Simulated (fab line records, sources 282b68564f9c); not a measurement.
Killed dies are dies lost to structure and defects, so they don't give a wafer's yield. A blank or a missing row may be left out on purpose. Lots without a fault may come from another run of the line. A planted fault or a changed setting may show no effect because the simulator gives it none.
Which tool did it? | flow rit_cmos | 14 lots, 42 wafers sampled, at 4 steps of a route of 202

WHAT THE GAUGES READ, wafer by wafer
RIT_PSD_OVL_MEAS_06. Usual: PSD_OVL 0.7 nm, standard deviation 1.5.
lot  | measured    | on         | PSD_OVL (nm)   | flag
L240 | day 3 09:56 | overlay-01 | 0.0 0.0 -0.8   |
L241 | day 3 11:50 | overlay-01 | 2.1 1.5 0.4    |
L242 | day 3 16:08 | overlay-02 | 0.9 1.2 2.4    |
L244 | day 4 06:05 | overlay-01 | 1.3 1.6 0.7    |
L249 | day 5 09:50 | overlay-01 | 0.5 -2.2 -1.0  |
L250 | day 5 12:23 | overlay-02 | 0.6 0.9 1.3    |
L254 | day 6 06:46 | overlay-01 | 1.9 1.5 2.3    |
L255 | day 6 11:29 | overlay-01 | -1.0 -2.1 -2.0 |
L257 | day 6 20:39 | overlay-01 | 3.3 3.8 1.7    |
L258 | day 7 01:52 | overlay-01 | 1.1 0.1 1.5    |
L259 | day 7 08:26 | overlay-02 | 1.5 0.7 1.1    |
L262 | day 8 00:11 | overlay-02 | 2.2 0.4 1.3    |

WHICH TOOL RAN EACH LOT (tool, then ch and the chambers of the sampled wafers, then the start)
lot  | RIT_ACTIVE_STRIP_14                 | RIT_PLDD_STRIP_09                   | RIT_NSD_STRIP_09
L240 | plasma_asher-01 ch 0,1, day 1 20:44 | plasma_asher-01 ch 0,1, day 3 04:16 | plasma_asher-02 ch 0,1, day 3 08:50
L241 | plasma_asher-01 ch 0,1, day 2 01:19 | plasma_asher-04 ch 0,1, day 3 06:43 | plasma_asher-02 ch 0,1, day 3 10:46
L242 | plasma_asher-02 ch 0,1, day 2 06:53 | plasma_asher-01 ch 0, day 3 11:00   | plasma_asher-01 ch 0,1, day 3 15:02
L244 | plasma_asher-03 ch 0,1, day 2 16:06 | plasma_asher-04 ch 0,1, day 4 00:57 | plasma_asher-02 ch 0,1, day 4 04:52
L247 | plasma_asher-02 ch 0,1, day 3 06:54 | -                                   | -
L248 | plasma_asher-03 ch 0,1, day 3 16:23 | -                                   | -
L249 | plasma_asher-02 ch 0,1, day 3 19:25 | plasma_asher-03 ch 0, day 5 04:43   | plasma_asher-03 ch 0,1, day 5 08:38
L250 | plasma_asher-02 ch 0,1, day 3 23:27 | plasma_asher-03 ch 0,1, day 5 07:22 | plasma_asher-03 ch 0,1, day 5 11:17
L254 | plasma_asher-03 ch 0,1, day 4 19:09 | plasma_asher-04 ch 0,1, day 6 01:31 | plasma_asher-02 ch 0,1, day 6 05:29
L255 | plasma_asher-02 ch 0,1, day 5 00:06 | plasma_asher-01 ch 0, day 6 05:22   | plasma_asher-03 ch 1, day 6 10:17
L257 | plasma_asher-03 ch 0,1, day 5 09:11 | plasma_asher-04 ch 1, day 6 15:34   | plasma_asher-02 ch 0,1, day 6 19:34
L258 | plasma_asher-02 ch 0,1, day 5 14:35 | plasma_asher-03 ch 0,1, day 6 20:50 | plasma_asher-03 ch 0,1, day 7 00:47
L259 | plasma_asher-02 ch 0,1, day 5 19:05 | plasma_asher-04 ch 0,1, day 7 03:24 | plasma_asher-01 ch 0,1, day 7 07:20
L262 | plasma_asher-02 ch 0,1, day 6 09:50 | plasma_asher-04 ch 0,1, day 7 18:44 | plasma_asher-01 ch 0,1, day 7 22:58
- RIT_ACTIVE_STRIP_14: strips in O2, time 180 s.
- RIT_PLDD_STRIP_09: strips in O2, time 180 s.
- RIT_NSD_STRIP_09: strips in O2, time 180 s.

WHAT THE TOOLS THEMSELVES READ (means of the sampled wafers that have a number; where no wafer has one, the mark that the record gives instead)
RIT_ACTIVE_STRIP_14. Usual: chamber_pressure_mTorr 4000 mTorr, standard deviation 3.6; drypump_motor_current_A 5.7 A, standard deviation 0.45.
lot  | tool            | chamber_pressure_mTorr (mTorr) | drypump_motor_current_A (A) | flag
L240 | plasma_asher-01 | 3998                           | 5.5                         |
L241 | plasma_asher-01 | 4003                           | 5.5                         |
L242 | plasma_asher-02 | 3999                           | 5.9                         |
L244 | plasma_asher-03 | 4002                           | 5.3                         |
L247 | plasma_asher-02 | -                              | -                           | OFF
L248 | plasma_asher-03 | -                              | -                           | OFF
L249 | plasma_asher-02 | 4000                           | 5.9                         |
L250 | plasma_asher-02 | 3999                           | 5.9                         |
L254 | plasma_asher-03 | 3999                           | 5.4                         |
L255 | plasma_asher-02 | 4000                           | 5.8                         |
L257 | plasma_asher-03 | 4003                           | 5.3                         |
L258 | plasma_asher-02 | 3999                           | 5.9                         |
L259 | plasma_asher-02 | 3999                           | 5.8                         |
L262 | plasma_asher-02 | 3997                           | 5.9                         |

RIT_PLDD_STRIP_09. Usual: chamber_pressure_mTorr 4000 mTorr, standard deviation 3.8; drypump_motor_current_A 5.7 A, standard deviation 0.51.
lot  | tool            | chamber_pressure_mTorr (mTorr) | drypump_motor_current_A (A) | flag
L240 | plasma_asher-01 | 4002                           | 6.0                         |
L241 | plasma_asher-04 | 4006                           | 5.9                         |
L242 | plasma_asher-01 | 3998                           | 4.9                         |
L244 | plasma_asher-04 | 4004                           | 6.0                         |
L249 | plasma_asher-03 | 4002                           | 5.6                         |
L250 | plasma_asher-03 | 4002                           | 5.4                         |
L254 | plasma_asher-04 | 4003                           | 6.1                         |
L255 | plasma_asher-01 | 3999                           | 4.9                         |
L257 | plasma_asher-04 | 3998                           | 6.2                         |
L258 | plasma_asher-03 | 4000                           | 5.3                         |
L259 | plasma_asher-04 | 3999                           | 6.0                         |
L262 | plasma_asher-04 | 3998                           | 6.0                         |

RIT_NSD_STRIP_09. Usual: chamber_pressure_mTorr 4000 mTorr, standard deviation 3.9; drypump_motor_current_A 5.7 A, standard deviation 0.48.
lot  | tool            | chamber_pressure_mTorr (mTorr) | drypump_motor_current_A (A) | flag
L240 | plasma_asher-02 | 4002                           | 5.9                         |
L241 | plasma_asher-02 | 3996                           | 5.8                         |
L242 | plasma_asher-01 | 3998                           | 6.0                         |
L244 | plasma_asher-02 | 4000                           | 5.8                         |
L249 | plasma_asher-03 | 4000                           | 5.4                         |
L250 | plasma_asher-03 | 3997                           | 5.3                         |
L254 | plasma_asher-02 | 4000                           | 5.9                         |
L255 | plasma_asher-03 | 4007                           | 5.2                         |
L257 | plasma_asher-02 | 4003                           | 5.9                         |
L258 | plasma_asher-03 | 3997                           | 5.5                         |
L259 | plasma_asher-01 | 4003                           | 6.0                         |
L262 | plasma_asher-01 | 3999                           | 5.5                         |

THE ANSWER, worked out from the rows above alone
Rule: a lot is off if the mean of its wafers that have a number lies more than 3 standard deviations from the usual mean. A lot without any number at a reading at which 4 lots or more have one is off too. The other lots that the step has rows for count as sound. The gauges are gone through in route order, then the tools' own readings, and for those a lot's mean is taken as printed above. The first step at which some lot is off is used, and at that step the reading that is off furthest; a lot without a number counts as furthest.
Off: L247, L248, at RIT_ACTIVE_STRIP_14 (chamber_pressure_mTorr). Without a number there: L247, L248.
A tool fits if, at that step or a process step before it, it ran every lot that is off, and no sound lot after the first of them. None of those tried fits.

WHAT THE SIMULATOR HAD PUT IN
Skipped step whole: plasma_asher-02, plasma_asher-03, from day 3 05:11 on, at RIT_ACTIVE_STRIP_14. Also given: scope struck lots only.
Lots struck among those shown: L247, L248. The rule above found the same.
